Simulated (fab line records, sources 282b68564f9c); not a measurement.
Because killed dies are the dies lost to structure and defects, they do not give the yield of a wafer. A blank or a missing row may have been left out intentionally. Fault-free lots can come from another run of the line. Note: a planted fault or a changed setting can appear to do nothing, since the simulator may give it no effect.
The tool behind it: which one? :: flow rit-cmos :: 14 lots, 42 wafers sampled, at 3 steps of a route of 202

WHAT EACH GAUGE READ, for each wafer
RIT_NLDD_TW_MEAS_10.
lot: L809
measured: day 3 01:02
on: film-metro-01
NLDD_TW: 2467 2473 2470

lot: L810
measured: day 3 09:11
on: film-metro-01
NLDD_TW: 2483 2463 2470

lot: L811
measured: day 3 09:23
on: film-metro-02
NLDD_TW: 2527 2531 2521

lot: L812
measured: day 3 19:04
on: film-metro-01
NLDD_TW: 2487 2469 2491

lot: L813
measured: day 4 02:50
on: film-metro-01
NLDD_TW: 2484 2476 2488

lot: L815
measured: day 4 05:31
on: film-metro-03
NLDD_TW: 2526 2524 2549

lot: L817
measured: day 4 22:04
on: film-metro-01
NLDD_TW: 2483 2481 2479

lot: L818
measured: day 5 02:50
on: film-metro-03
NLDD_TW: 2523 2516 2532

lot: L819
measured: day 5 06:00
on: film-metro-01
NLDD_TW: 2462 2485 2487

lot: L820
measured: day 5 12:05
on: film-metro-02
NLDD_TW: 2513 2479 2491

lot: L824
measured: day 6 07:58
on: film-metro-02
NLDD_TW: 2274 2264 2267

lot: L825
measured: day 6 08:50
on: film-metro-02
NLDD_TW: 2494 2508 2508

lot: L826
measured: day 7 03:12
on: film-metro-02
NLDD_TW: 2269 2270 2260

lot: L830
measured: day 7 20:13
on: film-metro-01
NLDD_TW: 2451 2472 2481

RIT_SDANNEAL_RS_MEAS_07: uses a four-point probe to measure.
lot: L809
measured: day 3 08:47
on: film-metro-01
NLDD_RS (ohm/sq): 152.6 152.8 152.2

lot: L810
measured: day 3 18:10
on: film-metro-01
NLDD_RS (ohm/sq): 152.7 152.6 152.1

lot: L811
measured: day 3 17:26
on: film-metro-02
NLDD_RS (ohm/sq): 151.5 151.7 152.5

lot: L812
measured: day 4 05:26
on: film-metro-01
NLDD_RS (ohm/sq): 151.4 151.3 150.8

lot: L813
measured: day 4 11:52
on: film-metro-03
NLDD_RS (ohm/sq): 151.5 152.0 152.0

lot: L815
measured: day 4 14:50
on: film-metro-02
NLDD_RS (ohm/sq): 151.6 151.9 151.7

lot: L817
measured: day 5 09:11
on: film-metro-02
NLDD_RS (ohm/sq): 152.7 152.8 153.0

lot: L818
measured: day 5 12:10
on: film-metro-03
NLDD_RS (ohm/sq): 151.5 151.4 151.5

lot: L819
measured: day 5 14:58
on: film-metro-03
NLDD_RS (ohm/sq): 150.6 149.8 150.5

lot: L820
measured: day 5 22:59
on: film-metro-02
NLDD_RS (ohm/sq): 151.7 152.5 152.3

lot: L824
measured: day 6 23:19
on: film-metro-03
NLDD_RS (ohm/sq): 156.8 158.0 157.3

lot: L825
measured: day 6 23:31
on: film-metro-02
NLDD_RS (ohm/sq): 151.3 151.4 151.7

lot: L826
measured: day 7 11:20
on: film-metro-03
NLDD_RS (ohm/sq): 156.8 156.7 156.9

lot: L830
measured: day 8 05:07
on: film-metro-01
NLDD_RS (ohm/sq): 152.7 152.6 152.0

TOOL THAT RAN EACH LOT (tool first, then ch and the chambers of the sampled wafers, then the start)
lot: L809
RIT_NLDD_IMPLANT_08: implanter-04 ch 0, day 3 00:44

lot: L810
RIT_NLDD_IMPLANT_08: implanter-02 ch 0, day 3 08:52

lot: L811
RIT_NLDD_IMPLANT_08: implanter-04 ch 0, day 3 09:05

lot: L812
RIT_NLDD_IMPLANT_08: implanter-03 ch 0, day 3 18:46

lot: L813
RIT_NLDD_IMPLANT_08: implanter-03 ch 0, day 4 02:33

lot: L815
RIT_NLDD_IMPLANT_08: implanter-03 ch 0, day 4 05:13

lot: L817
RIT_NLDD_IMPLANT_08: implanter-03 ch 0, day 4 21:44

lot: L818
RIT_NLDD_IMPLANT_08: implanter-02 ch 0, day 5 02:31

lot: L819
RIT_NLDD_IMPLANT_08: implanter-04 ch 0, day 5 05:41

lot: L820
RIT_NLDD_IMPLANT_08: implanter-04 ch 0, day 5 11:47

lot: L824
RIT_NLDD_IMPLANT_08: implanter-03 ch 0, day 6 07:40

lot: L825
RIT_NLDD_IMPLANT_08: implanter-02 ch 0, day 6 08:31

lot: L826
RIT_NLDD_IMPLANT_08: implanter-03 ch 0, day 7 02:53

lot: L830
RIT_NLDD_IMPLANT_08: implanter-04 ch 0, day 7 19:56
- RIT_NLDD_IMPLANT_08

WHAT THE TOOLS THEMSELVES READ (means of the sampled wafers that have a number; where no wafer has one, the mark that the record gives instead)
RIT_NLDD_IMPLANT_08.
lot: L809
tool: implanter-04
beam-energy-keV: 19.997

lot: L810
tool: implanter-02
beam-energy-keV: 20.006

lot: L811
tool: implanter-04
beam-energy-keV: 20.008

lot: L812
tool: implanter-03
beam-energy-keV: 20.001

lot: L813
tool: implanter-03
beam-energy-keV: 19.999

lot: L815
tool: implanter-03
beam-energy-keV: 20.006

lot: L817
tool: implanter-03
beam-energy-keV: 19.992

lot: L818
tool: implanter-02
beam-energy-keV: 19.999

lot: L819
tool: implanter-04
beam-energy-keV: 20.000

lot: L820
tool: implanter-04
beam-energy-keV: 19.996

lot: L824
tool: implanter-03
beam-energy-keV: 13.994

lot: L825
tool: implanter-02
beam-energy-keV: 19.997

lot: L826
tool: implanter-03
beam-energy-keV: 14.008

lot: L830
tool: implanter-04
beam-energy-keV: 19.998

THE ANSWER, worked out from the rows above alone
Rule: what is usual is taken from the lots themselves. Put in order of their means at a reading, lots are off if they are a third of the lots or fewer, leave a main group of 4 or more, and stand apart from it by a gap of 3 or more times the standard deviation of the main group's means; of several such gaps the widest counts. If all means in a main group match to the digits the tables above print for the reading, that group is not used. Also off: a lot with no number at a reading for which 4 or more lots have one. Any other lot the step has rows for is counted as sound. After the gauges, taken in route order, come the tools' own readings; for these a lot's mean is taken, as printed above. The first step at which some lot is off is used, and at that step the reading that is off furthest; a lot without a number counts as furthest.
Off: L824, L826, at RIT_NLDD_TW_MEAS_10 (NLDD_TW). Mean 2493 and standard deviation 22 in the main group.
If a tool, at a process step before that reading, ran all the lots that are off and no sound lot after the first of them, it fits. Not tried: the gauges at RIT_NLDD_TW_MEAS_10; whatever is off there is also off at RIT_SDANNEAL_RS_MEAS_07, on other tools, and gauge error can't account for it. One fits: RIT_NLDD_IMPLANT_08 on implanter-03. A fault onset in the window from L817 (day 4 21:44, its last sound lot) to L824 (day 6 07:40, its first lot off) fits.
The tool's own readings at RIT_NLDD_IMPLANT_08 bear it out: on the lots that are off they differ by more than 5 times the standard deviation of the sound lots' means. beam-energy-keV reads 14.001 there against 20.000 on the sound lots.

WHAT THE SIMULATOR HAD PUT IN
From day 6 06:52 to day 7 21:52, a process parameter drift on implanter-03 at RIT_NLDD_IMPLANT_08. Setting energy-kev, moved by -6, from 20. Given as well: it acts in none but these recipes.
Struck lots among those shown: L824, L826. The rule above reached the same finding.
